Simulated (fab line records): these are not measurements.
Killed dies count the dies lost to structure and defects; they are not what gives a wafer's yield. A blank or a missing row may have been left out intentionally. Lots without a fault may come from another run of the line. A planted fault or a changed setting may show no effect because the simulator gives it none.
Which tool is to blame? + flow berkeleyCmos170 + 7 lots, 21 wafers sampled, at 2 steps of a route of 331

## WHAT THE GAUGES READ, wafer by wafer
UCB170_PLDD_CD_MEAS_06: target cd 1200 nm.
| lot  | measured     | on       | cdNm (nm)            |
|------|--------------|----------|----------------------|
| L888 | day 6 05:31  | cdSem-02 | 1199.9 1199.5 1199.0 |
| L889 | day 6 18:35  | cdSem-02 | 1201.4 1203.0 1200.6 |
| L898 | day 8 04:28  | cdSem-01 | 1200.0 1199.8 1201.2 |
| L901 | day 8 20:54  | cdSem-01 | 1200.5 1199.3 1200.7 |
| L903 | day 9 09:17  | cdSem-01 | 1200.6 1199.2 1200.6 |
| L906 | day 10 05:02 | cdSem-01 | 1198.3 1200.2 1198.8 |
| L908 | day 10 11:52 | cdSem-01 | 1198.8 1199.4 1199.1 |

## WHAT TOOL EACH LOT RAN ON (gives the tool, then ch and the chambers of the sampled wafers, and finally the start)
| lot  | UCB170_PLDD_SOFTBAKE_02          |
|------|----------------------------------|
| L888 | lithoTrack-04 ch 0, day 6 04:26  |
| L889 | lithoTrack-01 ch 0, day 6 18:03  |
| L898 | lithoTrack-02 ch 0, day 8 03:46  |
| L901 | lithoTrack-04 ch 0, day 8 20:14  |
| L903 | lithoTrack-01 ch 0, day 9 08:25  |
| L906 | lithoTrack-04 ch 0, day 10 04:20 |
| L908 | lithoTrack-02 ch 0, day 10 11:19 |
- UCB170_PLDD_SOFTBAKE_02: time 60 s.

## THE ANSWER, worked out from the rows above alone
Rule: what is usual is taken from the lots themselves. The widest of any qualifying gaps counts: lots, ordered by their means at a reading, are off when they make up no more than a third of the lots, leave a main group of 4 or more, and stand apart from it by 3 or more times the standard deviation of that group's means. A main group is skipped when, at the precision printed for the reading in the tables above, its means are all equal. A lot without any number at a reading at which 4 lots or more have one is off too. All remaining lots with rows at the step are treated as sound.
None of the lots is off at any reading shown; this tells nothing.

## WHAT THE SIMULATOR HAD PUT IN
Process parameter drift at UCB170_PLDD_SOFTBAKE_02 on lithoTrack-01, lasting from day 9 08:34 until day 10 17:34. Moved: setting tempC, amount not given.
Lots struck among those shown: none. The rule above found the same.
